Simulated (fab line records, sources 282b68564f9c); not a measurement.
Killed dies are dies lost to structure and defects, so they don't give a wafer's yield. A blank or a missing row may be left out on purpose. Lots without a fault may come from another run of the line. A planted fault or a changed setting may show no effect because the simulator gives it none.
A struck lot beside a sound one | flow rit_cmos | 19 steps out of a route of 202
Sound: wafers L137.2, L137.3, L137.4. Struck: wafers L130.2, L130.3, L130.6. The cause comes at the end.
At each step with rows: each side's tool, then ch and its chambers, then its first start. Under that, the readings that differ: sound wafers | struck wafers | difference of the means | sigmas: that difference in standard deviations of wafers without a fault.
alike: readings whose means differ by less than 2 such deviations, and words and numbers that are the same on both sides. not compared: withheld readings, readings that some wafer has no value for, bounds like >300 that may hide the same value, and numbers for which the record gives no deviation and whose values overlap.
The two part at a step that has a row with sigmas, a row that says differs or no value, or rows on one side only. Numbers that don't overlap but have no deviation are shown without sigmas and don't part them. A reading that every wafer of one side lacks parts them only if that side has two wafers or more.

first, 2 steps without rows for these wafers: RIT_NLDD_PEB_04; RIT_NLDD_DEVELOP_05 (develop time 50 s).
RIT_NLDD_OVL_MEAS_06:
  sound on overlay-02, day 7 03:09; struck on overlay-01, day 5 14:19
  alike: NLDD_OVL
then, 2 steps without rows for these wafers: RIT_NLDD_HARDBAKE_07 (time 60 s); RIT_NLDD_IMPLANT_08.
RIT_NLDD_STRIP_09: strips in O2, time 180 s.
  sound on plasma_asher-01 ch 0,1, day 7 03:29; struck on plasma_asher-03 ch 0,1, day 5 14:47
  alike: drypump_motor_current_A
  not compared: rf_hours_counter_h
RIT_NLDD_TW_MEAS_10:
  sound on film_metro-03, day 7 03:40; struck on film_metro-02, day 5 14:59
  alike: NLDD_TW
then, 5 steps without rows for these wafers: RIT_PLDD_HMDS_00 (prime time 60 s); RIT_PLDD_COAT_01 (resist thk 1000 nm); RIT_PLDD_SOFTBAKE_02 (time 60 s); RIT_PLDD_EXPOSE_03 (exposes mask M8, target cd 40900 nm); RIT_PLDD_PEB_04.
RIT_PLDD_DEVELOP_05: develop time 50 s.
  sound on litho_track-04 ch 0, day 7 04:00; struck on litho_track-01 ch 0, day 5 15:00
RIT_PLDD_OVL_MEAS_06:
  sound on overlay-02, day 7 04:42; struck on overlay-01, day 5 16:07
  alike: PLDD_OVL
then, 2 steps without rows for these wafers: RIT_PLDD_HARDBAKE_07 (time 60 s); RIT_PLDD_IMPLANT_08.
RIT_PLDD_STRIP_09: strips in O2, time 180 s.
  sound on plasma_asher-02 ch 0,1, day 7 05:02; struck on plasma_asher-04 ch 0,1, day 5 16:26
  alike: drypump_motor_current_A
  not compared: rf_hours_counter_h
RIT_PLDD_TW_MEAS_10:
  sound on film_metro-02, day 7 05:13; struck on film_metro-03, day 5 16:52
  reading | sound          | struck   | difference | sigmas
  PLDD_TW | 2353 2355 2354 | 30 30 30 | -2324      | -99 or more
  not compared: hold
RIT_M1_PROBE_99:
  the record has rows for the sound wafers here (prober-01, day 7 20:18) and none for the struck ones

WHERE THEY PART
First at RIT_PLDD_TW_MEAS_10; last, within this record, at RIT_M1_PROBE_99.

WHY: what the simulator had put in
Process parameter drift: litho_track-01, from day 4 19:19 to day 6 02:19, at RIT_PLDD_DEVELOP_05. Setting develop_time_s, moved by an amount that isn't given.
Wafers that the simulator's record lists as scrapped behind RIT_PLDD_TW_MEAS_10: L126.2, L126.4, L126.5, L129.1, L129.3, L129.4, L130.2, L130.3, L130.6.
